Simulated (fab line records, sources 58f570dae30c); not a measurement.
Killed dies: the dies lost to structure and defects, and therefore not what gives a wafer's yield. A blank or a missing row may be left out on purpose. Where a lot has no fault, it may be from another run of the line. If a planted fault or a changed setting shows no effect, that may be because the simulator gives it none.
Which tool was responsible? | flow berkeley-cmos170 | 42 wafers from 14 lots sampled at 7 of the route's 331 steps

WHAT THE GAUGES READ, wafer by wafer
UCB170_GATE_CD_MEAS_12: the cd target is 350 nm. Usual: 349.9 nm for cd-nm, sd 1.4.
lot  | measured     | on        | cd-nm (nm)        | flag
L323 | day 6 07:20  | cd-sem-01 | 351.2 351.8 349.6 |
L325 | day 6 07:31  | cd-sem-02 | 351.5 351.7 350.9 |
L324 | day 6 07:34  | cd-sem-01 | 350.0 351.2 351.6 |
L328 | day 6 19:19  | cd-sem-01 | 349.6 348.6 348.2 |
L327 | day 6 19:32  | cd-sem-01 | 349.8 350.1 349.4 |
L326 | day 7 08:43  | cd-sem-01 | 349.1 347.8 348.3 |
L330 | day 7 08:59  | cd-sem-01 | 350.2 349.9 349.4 |
L329 | day 7 09:17  | cd-sem-02 | 351.0 350.1 351.5 |
L331 | day 7 23:34  | cd-sem-01 | 348.0 347.7 347.1 |
L333 | day 8 08:32  | cd-sem-02 | 351.7 352.4 352.8 |
L334 | day 8 16:16  | cd-sem-02 | 349.4 348.0 348.9 |
L338 | day 9 07:04  | cd-sem-02 | 348.1 347.1 347.9 |
L343 | day 10 04:05 | cd-sem-01 | 348.9 349.0 348.9 |
L341 | day 10 04:23 | cd-sem-01 | 351.8 351.0 350.5 |

UCB170_GATE_OVL_MEAS_13. Usual: GATE_OVL 0 nm, standard deviation 5.8.
lot  | measured     | on         | GATE_OVL (nm) | flag
L323 | day 6 07:26  | overlay-01 | -9 -4 -7      |
L325 | day 6 07:37  | overlay-01 | 7 3 9         |
L324 | day 6 07:41  | overlay-02 | 0 7 0         |
L328 | day 6 19:24  | overlay-02 | -2 0 2        |
L327 | day 6 19:40  | overlay-02 | -3 0 8        |
L326 | day 7 08:49  | overlay-02 | -1 -3 -4      |
L330 | day 7 09:05  | overlay-02 | -6 -3 -10     |
L329 | day 7 09:25  | overlay-02 | -9 -6 -10     |
L331 | day 7 23:40  | overlay-01 | -4 -4 1       |
L333 | day 8 08:39  | overlay-01 | 2 -6 2        |
L334 | day 8 16:23  | overlay-02 | -7 -5 -3      |
L338 | day 9 07:11  | overlay-02 | 6 4 -3        |
L343 | day 10 04:13 | overlay-02 | -2 0 -5       |
L341 | day 10 04:29 | overlay-02 | -1 -4 -6      |

UCB170_PSD_TW_MEAS_10. Usual: PSD_TW 2337, standard deviation 13.
lot  | measured     | on            | PSD_TW                        | flag
L323 | day 6 20:19  | film-metro-04 | 2325 2324 2317                |
L325 | day 6 19:53  | film-metro-03 | 2336 2337 2323                |
L324 | day 6 20:07  | film-metro-03 | 2337 2323 2338                |
L328 | day 7 10:33  | film-metro-03 | 2345 2349 2357                |
L327 | day 7 10:16  | film-metro-01 | 2340 2349 2349                |
L326 | day 7 20:38  | film-metro-03 | 2329 2351 2346                |
L330 | day 7 20:55  | film-metro-01 | 2344 2335 2350                |
L329 | day 7 20:48  | film-metro-03 | 2357 2356 2354                |
L331 | day 8 08:47  | film-metro-04 | 2313 2316 2321                |
L333 | day 8 20:56  | film-metro-03 | 2349 2339 2337                |
L334 | day 9 04:58  | film-metro-01 | 2354 2351 2344                |
L338 | day 9 16:35  | film-metro-04 | 2282 2281 2273 2294 2286 2268 | OFF
L343 | day 10 12:26 | film-metro-04 | 2272 2270 2268 2270 2265 2262 | OFF
L341 | day 10 14:50 | film-metro-04 | 2313 2306 2317                |

UCB170_NSD_TW_MEAS_10. Usual: NSD_TW 4194, standard deviation 23.
lot  | measured     | on            | NSD_TW         | flag
L323 | day 6 22:19  | film-metro-04 | 4172 4158 4167 |
L325 | day 6 21:55  | film-metro-04 | 4180 4176 4174 |
L324 | day 6 22:02  | film-metro-03 | 4180 4196 4180 |
L328 | day 7 12:11  | film-metro-03 | 4214 4186 4227 |
L327 | day 7 11:50  | film-metro-03 | 4200 4196 4189 |
L326 | day 7 23:05  | film-metro-01 | 4200 4202 4209 |
L330 | day 7 23:46  | film-metro-04 | 4185 4164 4166 |
L329 | day 7 23:36  | film-metro-01 | 4208 4226 4197 |
L331 | day 8 10:17  | film-metro-04 | 4161 4163 4179 |
L333 | day 9 01:14  | film-metro-01 | 4215 4191 4185 |
L334 | day 9 07:41  | film-metro-03 | 4203 4228 4223 |
L338 | day 10 01:11 | film-metro-01 | 4211 4217 4198 |
L343 | day 10 19:07 | film-metro-04 | 4169 4173 4183 |
L341 | day 10 16:41 | film-metro-04 | 4153 4167 4161 |

UCB170_SDANNEAL_RS_MEAS_02: a four-point-probe measurement. Usual: PSD_RS 75.5 ohm/sq, standard deviation 0.31.
lot  | measured     | on            | PSD_RS (ohm/sq)               | flag
L323 | day 6 23:28  | film-metro-01 | 75.5 75.4 75.6                |
L325 | day 6 23:02  | film-metro-03 | 75.9 75.9 75.8                |
L324 | day 6 23:10  | film-metro-04 | 75.8 75.7 75.7                |
L328 | day 7 13:51  | film-metro-03 | 75.1 75.0 74.7                |
L327 | day 7 13:01  | film-metro-03 | 75.9 76.0 75.7                |
L326 | day 8 00:11  | film-metro-01 | 75.6 75.7 75.4                |
L330 | day 8 00:53  | film-metro-01 | 75.4 75.2 75.0                |
L329 | day 8 00:49  | film-metro-04 | 75.3 75.0 75.6                |
L331 | day 8 11:22  | film-metro-03 | 75.5 75.8 75.3                |
L333 | day 9 02:20  | film-metro-04 | 75.4 75.5 75.9                |
L334 | day 9 09:07  | film-metro-01 | 75.3 75.0 75.6                |
L338 | day 10 02:34 | film-metro-04 | 77.1 77.0 77.2 77.1 77.1 76.9 | OFF
L343 | day 10 20:58 | film-metro-01 | 76.7 76.6 76.7 76.6 76.5 76.6 | OFF
L341 | day 10 17:56 | film-metro-01 | 75.3 75.7 75.2                |

TOOL THAT RAN EACH LOT (tool first, then ch and the chambers of the sampled wafers, then the start)
lot  | UCB170_PSD_IMPLANT_08           | UCB170_PSD_STRIP_09
L323 | implanter-01 ch 0, day 6 20:05  | plasma-asher-04 ch 0,1, day 6 20:13
L325 | implanter-03 ch 0, day 6 19:39  | plasma-asher-03 ch 0,1, day 6 19:47
L324 | implanter-02 ch 0, day 6 19:52  | plasma-asher-02 ch 0,1, day 6 20:01
L328 | implanter-02 ch 0, day 7 10:20  | plasma-asher-03 ch 0,1, day 7 10:28
L327 | implanter-03 ch 0, day 7 10:01  | plasma-asher-04 ch 0,1, day 7 10:10
L326 | implanter-03 ch 0, day 7 20:25  | plasma-asher-03 ch 0,1, day 7 20:32
L330 | implanter-03 ch 0, day 7 20:41  | plasma-asher-04 ch 0,1, day 7 20:49
L329 | implanter-02 ch 0, day 7 20:33  | plasma-asher-02 ch 0,1, day 7 20:42
L331 | implanter-02 ch 0, day 8 08:32  | plasma-asher-03 ch 0,1, day 8 08:40
L333 | implanter-01 ch 0, day 8 20:43  | plasma-asher-02 ch 0,1, day 8 20:50
L334 | implanter-02 ch 0, day 9 04:43  | plasma-asher-04 ch 0,1, day 9 04:52
L338 | implanter-01 ch 0, day 9 16:20  | plasma-asher-03 ch 0,1, day 9 16:29
L343 | implanter-01 ch 0, day 10 12:11 | plasma-asher-03 ch 0,1, day 10 12:20
L341 | implanter-02 ch 0, day 10 14:35 | plasma-asher-02 ch 0,1, day 10 14:43
- UCB170_PSD_IMPLANT_08
- UCB170_PSD_STRIP_09: strips in O2.

AS READ BY THE TOOLS THEMSELVES (means over the sampled wafers that have a number; for cases with no such wafer, the mark the record gives instead)
UCB170_PSD_IMPLANT_08. Usual: 20.000 for beam-energy-keV, sd 0.0059.
lot  | tool         | beam-energy-keV | flag
L323 | implanter-01 | 19.995          |
L325 | implanter-03 | 19.996          |
L324 | implanter-02 | 20.000          |
L328 | implanter-02 | 20.004          |
L327 | implanter-03 | 20.006          |
L326 | implanter-03 | 20.005          |
L330 | implanter-03 | 20.000          |
L329 | implanter-02 | 19.993          |
L331 | implanter-02 | 19.999          |
L333 | implanter-01 | 20.010          |
L334 | implanter-02 | 19.997          |
L338 | implanter-01 | 18.002          | OFF
L343 | implanter-01 | 18.005          | OFF
L341 | implanter-02 | 20.000          |

UCB170_PSD_STRIP_09. Usual: drypump-motor-current-A 6.0 A, standard deviation 0.32; oes-product-au 0.600 a.u., standard deviation 0.0046; strip-time-to-endpoint-s 29.41 s, standard deviation 0.078.
lot  | tool            | drypump-motor-current-A (A) | oes-product-au (a.u.) | strip-time-to-endpoint-s (s) | flag
L323 | plasma-asher-04 | 6.2                         | 0.597                 | 29.29                        |
L325 | plasma-asher-03 | 6.1                         | 0.602                 | 29.34                        |
L324 | plasma-asher-02 | 5.8                         | 0.601                 | 29.29                        |
L328 | plasma-asher-03 | 6.1                         | 0.598                 | 29.51                        |
L327 | plasma-asher-04 | 6.2                         | 0.602                 | 29.40                        |
L326 | plasma-asher-03 | 6.1                         | 0.600                 | 29.43                        |
L330 | plasma-asher-04 | 6.2                         | 0.598                 | 29.36                        |
L329 | plasma-asher-02 | 5.7                         | 0.599                 | 29.50                        |
L331 | plasma-asher-03 | 6.1                         | 0.598                 | 29.52                        |
L333 | plasma-asher-02 | 5.8                         | 0.601                 | 29.40                        |
L334 | plasma-asher-04 | 5.9                         | 0.602                 | 29.42                        |
L338 | plasma-asher-03 | 6.1                         | 0.613                 | 28.46                        | OFF
L343 | plasma-asher-03 | 6.1                         | 0.610                 | 28.53                        | OFF
L341 | plasma-asher-02 | 5.7                         | 0.600                 | 29.34                        |

THE ANSWER, worked out from the rows above alone
Rule: take the mean of a lot's wafers that have a number; if it is more than 3 standard deviations from the usual mean, the lot is off. Also off: a lot with no number at a reading for which 4 or more lots have one. The other lots that the step has rows for count as sound. Order of review: gauges by route order, followed by the tools' own readings, for which a lot's mean as printed above is used. The first step at which some lot is off is used, and at that step the reading that is off furthest; a lot without a number counts as furthest.
Off: at UCB170_PSD_TW_MEAS_10 (PSD_TW), L338, L343.
A tool fits if, at a process step before that reading, it ran every lot that is off, and no sound lot after the first of them. Not tried: the gauges at UCB170_PSD_TW_MEAS_10; whatever is off there is also off at UCB170_PSD_IMPLANT_08, on other tools, and gauge error can't account for it. Undecided on this evidence; 2 tools fit (implanter-01 at UCB170_PSD_IMPLANT_08, plasma-asher-03 at UCB170_PSD_STRIP_09).

WHAT HAD BEEN PUT IN BY THE SIMULATOR
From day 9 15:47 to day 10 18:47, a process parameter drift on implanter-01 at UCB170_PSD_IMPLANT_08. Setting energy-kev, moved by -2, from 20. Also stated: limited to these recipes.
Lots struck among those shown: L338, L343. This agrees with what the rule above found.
